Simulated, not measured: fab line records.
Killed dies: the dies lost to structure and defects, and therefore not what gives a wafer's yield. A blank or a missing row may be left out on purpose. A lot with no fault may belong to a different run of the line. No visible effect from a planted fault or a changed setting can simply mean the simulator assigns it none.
What tool caused it? + flow berkeley_cmos170 + 13 lots with 39 wafers sampled at 3 steps, on a route of 331 steps

WHAT THE GAUGES READ, wafer by wafer
UCB170_SPACER_THK_MEAS_01.
| lot  | measured     | on            | SPACER_TEOS_THK (nm) |
|------|--------------|---------------|----------------------|
| L753 | day 7 03:31  | film_metro-01 | 371 371 379          |
| L754 | day 7 19:07  | film_metro-04 | 373 376 377          |
| L755 | day 7 19:26  | film_metro-01 | 370 369 374          |
| L757 | day 8 10:07  | film_metro-04 | 370 376 379          |
| L756 | day 8 10:21  | film_metro-02 | 374 370 377          |
| L758 | day 8 10:44  | film_metro-02 | 372 372 384          |
| L759 | day 8 18:35  | film_metro-04 | 371 372 377          |
| L760 | day 8 18:40  | film_metro-01 | 367 381 377          |
| L762 | day 9 00:46  | film_metro-04 | 367 378 376          |
| L763 | day 9 00:48  | film_metro-02 | 371 371 378          |
| L761 | day 9 01:06  | film_metro-01 | 380 379 383          |
| L774 | day 12 00:46 | film_metro-01 | 374 382 378          |
| L776 | day 12 17:46 | film_metro-04 | 378 383 380          |

UCB170_PSD_TW_MEAS_10.
| lot  | measured     | on            | PSD_TW         |
|------|--------------|---------------|----------------|
| L753 | day 7 11:38  | film_metro-02 | 2358 2352 2360 |
| L754 | day 8 03:10  | film_metro-01 | 2358 2365 2341 |
| L755 | day 8 03:28  | film_metro-01 | 2363 2357 2361 |
| L757 | day 8 16:58  | film_metro-03 | 2370 2367 2366 |
| L756 | day 8 17:16  | film_metro-03 | 2364 2373 2377 |
| L758 | day 8 17:07  | film_metro-03 | 2373 2362 2373 |
| L759 | day 9 05:28  | film_metro-02 | 2361 2355 2351 |
| L760 | day 9 05:41  | film_metro-03 | 2360 2354 2360 |
| L762 | day 9 05:45  | film_metro-01 | 2343 2336 2349 |
| L763 | day 9 06:01  | film_metro-02 | 2363 2360 2353 |
| L761 | day 9 06:07  | film_metro-03 | 2366 2370 2366 |
| L774 | day 12 05:37 | film_metro-01 | 2358 2348 2369 |
| L776 | day 13 00:53 | film_metro-01 | 2363 2363 2354 |

UCB170_SDANNEAL_RS_MEAS_03: measures by four-point-probe.
| lot  | measured     | on            | NSD_RS (ohm/sq)   |
|------|--------------|---------------|-------------------|
| L753 | day 7 16:15  | film_metro-02 | 37.37 37.45 37.36 |
| L754 | day 8 06:07  | film_metro-01 | 37.31 37.20 37.26 |
| L755 | day 8 06:49  | film_metro-02 | 37.20 37.17 37.13 |
| L757 | day 8 20:16  | film_metro-03 | 37.33 37.24 37.16 |
| L756 | day 8 21:51  | film_metro-01 | 37.43 37.41 37.39 |
| L758 | day 8 21:10  | film_metro-01 | 37.36 37.39 37.40 |
| L759 | day 9 08:42  | film_metro-03 | 37.30 37.25 37.39 |
| L760 | day 9 08:47  | film_metro-01 | 37.40 37.41 37.41 |
| L762 | day 9 09:23  | film_metro-02 | 37.28 37.27 37.27 |
| L763 | day 9 09:22  | film_metro-01 | 37.45 37.27 37.42 |
| L761 | day 9 10:26  | film_metro-02 | 37.36 37.34 37.34 |
| L774 | day 12 08:34 | film_metro-01 | 37.51 37.39 37.43 |
| L776 | day 13 04:38 | film_metro-03 | 37.22 37.23 37.23 |

WHICH TOOL RAN EACH LOT (tool, then ch and the chambers of the sampled wafers, then the start)
There is no process step in the record ahead of these readings.

AS READ BY THE TOOLS THEMSELVES (means over the sampled wafers that have a number; for cases with no such wafer, the mark the record gives instead)
The record holds no such reading with a usual standard deviation.

THE ANSWER, worked out from the rows above alone
Rule: usual is defined by the lots themselves. The widest of any qualifying gaps counts: lots, ordered by their means at a reading, are off when they make up no more than a third of the lots, leave a main group of 4 or more, and stand apart from it by 3 or more times the standard deviation of that group's means. The tables above print the reading to a certain number of digits; a main group whose means all agree to those digits is not used. Also off: a lot with no number at a reading for which 4 or more lots have one. All remaining lots with rows at the step are treated as sound. Order of review: gauges by route order, followed by the tools' own readings, for which a lot's mean as printed above is used. The first step at which some lot is off is used, and at that step the reading that is off furthest; a lot without a number counts as furthest.
None of the lots is off at any reading shown; this tells nothing.

WHAT THE SIMULATOR HAD PUT IN
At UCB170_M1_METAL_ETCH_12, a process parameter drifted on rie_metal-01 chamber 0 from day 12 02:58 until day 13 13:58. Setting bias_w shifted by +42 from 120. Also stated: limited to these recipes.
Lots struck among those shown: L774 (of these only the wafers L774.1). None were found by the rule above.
